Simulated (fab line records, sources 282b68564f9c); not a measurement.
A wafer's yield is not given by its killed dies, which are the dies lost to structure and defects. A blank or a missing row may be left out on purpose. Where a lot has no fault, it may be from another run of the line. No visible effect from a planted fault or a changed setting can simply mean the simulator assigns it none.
Which tool did it? -- flow ritCmos -- 14 lots, 42 wafers sampled, at 2 steps of a route of 202

== WHAT THE GAUGES READ, wafer by wafer ==
RIT_NRETRO_TW_MEAS_10.
lot,measured,on,NRETRO_TW
L516,day 2 21:37,filmMetro-03,1055 1061 1059
L517,day 3 05:40,filmMetro-03,1064 1067 1066
L519,day 3 12:44,filmMetro-03,1063 1058 1062
L521,day 3 19:25,filmMetro-04,1049 1058 1057
L522,day 4 00:34,filmMetro-04,1067 1060 1061
L525,day 4 19:38,filmMetro-03,1061 1062 1065
L526,day 5 00:20,filmMetro-04,1061 1063 1061
L527,day 5 05:33,filmMetro-03,1047 1048 1054
L529,day 5 12:07,filmMetro-04,1053 1056 1057
L530,day 5 17:43,filmMetro-04,1065 1063 1062
L534,day 6 14:19,filmMetro-02,230 232 231
L535,day 6 17:28,filmMetro-02,226 225 220
L536,day 6 23:02,filmMetro-04,1057 1057 1060
L537,day 7 05:42,filmMetro-03,1062 1056 1066

== WHICH TOOL RAN EACH LOT (tool, then ch and the chambers of the sampled wafers, then the start) ==
lot,RIT_NRETRO_DEVELOP_05
L516,"lithoTrack-03 ch 0, day 2 20:00"
L517,"lithoTrack-03 ch 0, day 3 04:00"
L519,"lithoTrack-02 ch 0, day 3 11:00"
L521,"lithoTrack-01 ch 0, day 3 18:00"
L522,"lithoTrack-03 ch 0, day 3 23:00"
L525,"lithoTrack-03 ch 0, day 4 18:00"
L526,"lithoTrack-01 ch 0, day 4 23:00"
L527,"lithoTrack-01 ch 0, day 5 04:00"
L529,"lithoTrack-01 ch 0, day 5 11:00"
L530,"lithoTrack-01 ch 0, day 5 16:00"
L534,"lithoTrack-03 ch 0, day 6 13:00"
L535,"lithoTrack-03 ch 0, day 6 16:00"
L536,"lithoTrack-02 ch 0, day 6 22:00"
L537,"lithoTrack-01 ch 0, day 7 04:00"
- RIT_NRETRO_DEVELOP_05: develop time 68 s.

== AS READ BY THE TOOLS THEMSELVES (means over the sampled wafers that have a number; for cases with no such wafer, the mark the record gives instead) ==
RIT_NRETRO_DEVELOP_05.
lot,tool,chillPlateTempC (C)
L516,lithoTrack-03,22.99
L517,lithoTrack-03,23.09
L519,lithoTrack-02,22.96
L521,lithoTrack-01,22.98
L522,lithoTrack-03,22.82
L525,lithoTrack-03,23.06
L526,lithoTrack-01,22.91
L527,lithoTrack-01,22.94
L529,lithoTrack-01,23.02
L530,lithoTrack-01,23.04
L534,lithoTrack-03,23.09
L535,lithoTrack-03,22.95
L536,lithoTrack-02,22.92
L537,lithoTrack-01,22.90

== THE ANSWER, worked out from the rows above alone ==
Rule: the lots themselves supply what counts as usual. Put in order of their means at a reading, lots are off if they are a third of the lots or fewer, leave a main group of 4 or more, and stand apart from it by a gap of 3 or more times the standard deviation of the main group's means; of several such gaps the widest counts. A main group whose means are all the same, to the digits that the tables above print for the reading, isn't used. Also off: a lot with no number at a reading for which 4 or more lots have one. The other lots that the step has rows for count as sound. The gauges are gone through in route order, then the tools' own readings, and for those a lot's mean is taken as printed above. The first step at which some lot is off is used, and at that step the reading that is off furthest; a lot without a number counts as furthest.
Off: L534, L535, seen at RIT_NRETRO_TW_MEAS_10 (NRETRO_TW). Mean 1060 and standard deviation 4.3 in the main group.
If a tool, at a process step before that reading, ran all the lots that are off and no sound lot after the first of them, it fits. The gauges at RIT_NRETRO_TW_MEAS_10 are tried like those tools. Can't be told from this: 2 tools fit, lithoTrack-03 at RIT_NRETRO_DEVELOP_05, filmMetro-02 at RIT_NRETRO_TW_MEAS_10.

== WHAT THE SIMULATOR PUT IN ==
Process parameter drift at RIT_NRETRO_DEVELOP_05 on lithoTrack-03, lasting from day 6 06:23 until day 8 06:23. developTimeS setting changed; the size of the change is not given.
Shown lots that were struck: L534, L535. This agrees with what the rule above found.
